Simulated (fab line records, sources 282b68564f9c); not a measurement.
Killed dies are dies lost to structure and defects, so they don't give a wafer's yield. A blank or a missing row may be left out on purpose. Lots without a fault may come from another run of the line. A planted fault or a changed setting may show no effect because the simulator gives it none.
Split-lot experiment | flow rit_cmos | 5 lots, 23 wafers read, on a route of 202 steps

THE SPLIT
At RIT_NSD_IMPLANT_08, the setting dose_cm2 was moved away from the recipe's 1e+15 on 10 of the 23 wafers read, by -6.7% to +4.9%. The other wafers ran this setting at the recipe's value.

FROM THE SPLIT TO THE READING: what the file shows between them, 4 steps
- RIT_NSD_STRIP_09: strips in O2, time 180 s
- RIT_NSD_TW_MEAS_10
- RIT_SDANNEAL_RTA_03: time 5 s (also split here: time_s)
- RIT_SDANNEAL_RS_MEAS_04: measures by four-point-probe

THE READING
NSD_RS, in ohm/sq, at RIT_SDANNEAL_RS_MEAS_05 (measures by four-point-probe). Fault-free wafers of this fab line usually give 84.65 ohm/sq, standard deviation 0.24 ohm/sq.

wafer  | tool, chamber at the split | dose_cm2 as run | against the recipe | NSD_RS, ohm/sq | against lot-mates on the recipe
L074.1 | implanter-03, 0            | 1.049e+15       | +4.9%              | 81.48          | -3.16
L074.3 | implanter-03, 0            | 1.049e+15       | +4.9%              | 81.71          | -2.93
L074.4 | implanter-03, 0            | 1e+15           | recipe             | 84.60          | -
L074.5 | implanter-03, 0            | 1e+15           | recipe             | 84.52          | -
L074.6 | implanter-03, 0            | 1e+15           | recipe             | 84.81          | -
L075.3 | implanter-02, 0            | 1e+15           | recipe             | 84.63          | -
L075.5 | implanter-02, 0            | 1e+15           | recipe             | 84.69          | -
L075.6 | implanter-02, 0            | 1e+15           | recipe             | 84.63          | -
L081.1 | implanter-01, 0            | 9.733e+14       | -2.7%              | 86.24          | +1.82
L081.2 | implanter-01, 0            | 1e+15           | recipe             | 84.15          | -
L081.3 | implanter-01, 0            | 1e+15           | recipe             | 84.69          | -
L081.5 | implanter-01, 0            | 9.733e+14       | -2.7%              | 86.21          | +1.79
L081.6 | implanter-01, 0            | 9.733e+14       | -2.7%              | 85.55          | +1.13
L083.1 | implanter-03, 0            | 1e+15           | recipe             | 84.68          | -
L083.2 | implanter-03, 0            | 9.743e+14       | -2.6%              | 86.41          | +1.66
L083.3 | implanter-03, 0            | 1e+15           | recipe             | 84.81          | -
L083.4 | implanter-03, 0            | 9.743e+14       | -2.6%              | 86.60          | +1.85
L083.5 | implanter-03, 0            | 9.743e+14       | -2.6%              | 86.24          | +1.49
L085.2 | implanter-01, 0            | 9.332e+14       | -6.7%              | 89.72          | +4.80
L085.3 | implanter-01, 0            | 1e+15           | recipe             | 84.85          | -
L085.4 | implanter-01, 0            | 1e+15           | recipe             | 85.07          | -
L085.5 | implanter-01, 0            | 9.332e+14       | -6.7%              | 89.65          | +4.73
L085.6 | implanter-01, 0            | 1e+15           | recipe             | 84.85          | -

THE FIT
A straight line over all 23 wafers: NSD_RS changes by -0.678 ohm/sq for each +1% of dose_cm2; r = -0.99; the points scatter about the line by 0.33 ohm/sq.
The same after taking each lot's own level away (the mean of its wafers on the recipe; 23 wafers): -0.665 ohm/sq for each +1%; r = -0.99; scatter 0.22 ohm/sq.
On that fit, the largest move of dose_cm2 shifts the reading by 4.4 ohm/sq.
The lots' own levels span 84.420 to 84.923 ohm/sq, that is 2.1 times the standard deviation above.
So the lot-to-lot level changes the slope little: the two slopes agree.
Check: with one of the wafers moved furthest among these (-6.7%) left out of the fit, the line predicts +4.35 ohm/sq for it against its lot-mates. It came out at +4.8 ohm/sq against them.

OTHER SPLITS ON THESE WAFERS
These wafers also went through other splits before the reading. Each is held against what the fit with the lots' levels taken away leaves over:
other split on the same wafers | wafers away from the commonest value | r with NSD_RS (lot level and that fit taken away)
RIT_PLDD_IMPLANT_08 dose_cm2   | 12                                   | -0.13
RIT_NSD_COAT_01 spin_rpm       | 10                                   | -0.04
RIT_SDANNEAL_RTA_03 time_s     | 7                                    | -0.33

THE WHOLE CHAIN: every reading that the file lists as answering this split, in the file's order
step                    | what it does                 | reading | change (the file's fit)            | r (the file's)
RIT_NSD_TW_MEAS_10      |                              | NSD_TW  | +7.38 for each +1% of the setting  | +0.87
RIT_SDANNEAL_RS_MEAS_05 | measures by four-point-probe | NSD_RS  | -0.671 for each +1% of the setting | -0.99

THE FILE'S OWN FIT
NSD_RS changes by -0.671 ohm/sq for each +1% of dose_cm2, r = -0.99.
